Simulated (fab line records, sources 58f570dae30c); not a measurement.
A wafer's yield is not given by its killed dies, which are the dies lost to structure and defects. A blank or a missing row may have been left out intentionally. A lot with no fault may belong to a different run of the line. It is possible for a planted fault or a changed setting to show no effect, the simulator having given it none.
Comparing a struck lot with a sound one -- flow berkeley cmos170 -- 14 out of 331 route steps
Sound: these wafers, L281.2, L281.3, L281.4. The struck wafers were L294.2, L294.3, L294.6. The cause is named last.
Order at every step that has rows: each side's tool, ch and its chambers, its first start. Under that, the readings that differ: sound wafers -- struck wafers -- difference of the means -- sigmas: that difference in standard deviations of wafers without a fault.
alike: words and numbers the same on both sides, and readings whose means are apart by under 2 such deviations; not compared: readings that were withheld, readings missing a value for some wafer, numbers with overlapping values and no deviation given by the record, and bounds like >300 which may hide the same value.
A row with sigmas, a row that says differs or no value, or rows on one side alone: a step with any of these is where the two part. When numbers do not overlap yet have no deviation, they are printed without sigmas and do not part them. A reading missing from all wafers of one side parts the sides only when that side holds two or more wafers.

first, 3 steps without rows for these wafers: UCB170_NSD_EXPOSE_03 (exposes mask NSELECT MOD, target cd 1200 nm); UCB170_NSD_PEB_04; UCB170_NSD_DEVELOP_05 (develop time 45 s).
UCB170_NSD_CD_MEAS_06: the cd target is 1200 nm.
  sound: cd sem-01 at day 6 09:55; struck: cd sem-01 at day 9 20:40
  alike: cd nm
UCB170_NSD_OVL_MEAS_07:
  sound: overlay-02 at day 6 10:01; struck: overlay-02 at day 9 20:47
  alike: NSD_OVL
next, for these wafers, 1 step has no rows: UCB170_NSD_IMPLANT_08.
UCB170_NSD_STRIP_09: strips in O2.
  sound on plasma asher-02 ch 0,1, day 6 10:11; struck on plasma asher-03 ch 0, day 9 20:58
  alike: chamber pressure mTorr, drypump motor current A, oes product au, strip time to endpoint s
  not compared: rf hours counter h
UCB170_NSD_TW_MEAS_10:
  sound: film metro-02 at day 6 10:18; struck: film metro-04 at day 9 21:07
  alike: NSD_TW
then, 4 steps without rows for these wafers: UCB170_NSD_CLEAN_11 (cleans in SPM, time 600 s); UCB170_BACKSIDE_HMDS_00 (prime time 60 s); UCB170_BACKSIDE_COAT_01 (resist thk 900 nm); UCB170_BACKSIDE_SOFTBAKE_02 (time 60 s).
UCB170_BACKSIDE_STRIP_03: strips in O2.
  sound on plasma asher-03 ch 0,1, day 6 11:17; struck on plasma asher-01 ch 0,1, day 9 21:47
  no value came back on the struck wafers for chamber pressure mTorr (mTorr), drypump motor current A (A), oes product au (a.u.), strip time to endpoint s (s); on the sound wafers chamber pressure mTorr (mTorr) reads 3498 3497 3502
reading,sound,struck,difference,sigmas
model.KrF_of_BACKSIDE_COAT_01.thk nm (nm),0 0 0,906.3 906.2 905.6,+906.0,
  not compared: rf hours counter h
then, 1 step without rows for these wafers: UCB170_BACKSIDE_CLEAN_04 (cleans in SPM, time 600 s).

## WHERE THEY PART
Only at UCB170_BACKSIDE_STRIP_03, within this record.

WHY: the cause the simulator had injected
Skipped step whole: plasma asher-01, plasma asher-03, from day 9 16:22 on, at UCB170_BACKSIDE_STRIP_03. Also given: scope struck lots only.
